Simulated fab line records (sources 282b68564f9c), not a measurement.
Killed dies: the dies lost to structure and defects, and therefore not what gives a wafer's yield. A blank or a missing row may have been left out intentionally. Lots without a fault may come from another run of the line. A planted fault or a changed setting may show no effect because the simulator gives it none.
Which tool is to blame? | flow rit_cmos | Sampling: 7 lots, 21 wafers, 2 of 202 route steps

WHAT THE GAUGES READ, wafer by wafer
RIT_PWELL_OVL_MEAS_06.
lot  | measured    | on         | PWELL_OVL (nm)
L306 | day 2 16:11 | overlay-02 | 1.4 1.2 1.6
L309 | day 3 06:11 | overlay-02 | - - -
L311 | day 3 15:52 | overlay-02 | - - -
L317 | day 4 21:55 | overlay-01 | 1.9 0.4 -0.6
L320 | day 5 10:58 | overlay-02 | 1.0 1.4 2.1
L322 | day 5 21:35 | overlay-02 | -0.9 2.1 0.3
L325 | day 6 12:16 | overlay-01 | 0.7 0.5 0.5

TOOL THAT RAN EACH LOT (tool first, then ch and the chambers of the sampled wafers, then the start)
lot  | RIT_PWELL_COAT_01
L306 | litho_track-04 ch 0, day 2 15:24
L309 | litho_track-04, day 3 05:22
L311 | litho_track-01, day 3 15:10
L317 | litho_track-01 ch 0, day 4 21:13
L320 | litho_track-02 ch 0, day 5 10:14
L322 | litho_track-02 ch 0, day 5 20:45
L325 | litho_track-01 ch 0, day 6 11:32
- RIT_PWELL_COAT_01: resist thk 1300 nm.

THE ANSWER, worked out from the rows above alone
Rule: what is usual is taken from the lots themselves. The widest of any qualifying gaps counts: lots, ordered by their means at a reading, are off when they make up no more than a third of the lots, leave a main group of 4 or more, and stand apart from it by 3 or more times the standard deviation of that group's means. If all means in a main group match to the digits the tables above print for the reading, that group is not used. A lot without any number at a reading at which 4 lots or more have one is off too. Any other lot the step has rows for is counted as sound.
Off: at RIT_PWELL_OVL_MEAS_06 (PWELL_OVL), L309, L311. Without a number there: L309, L311. The main group has a mean of 0.9 nm with a standard deviation of 0.45.
A tool fits if, at a process step before that reading, it ran every lot that is off, and no sound lot after the first of them. Gauges at RIT_PWELL_OVL_MEAS_06: tried the same way as those tools. Of those tried, none fits.

WHAT THE SIMULATOR PUT IN
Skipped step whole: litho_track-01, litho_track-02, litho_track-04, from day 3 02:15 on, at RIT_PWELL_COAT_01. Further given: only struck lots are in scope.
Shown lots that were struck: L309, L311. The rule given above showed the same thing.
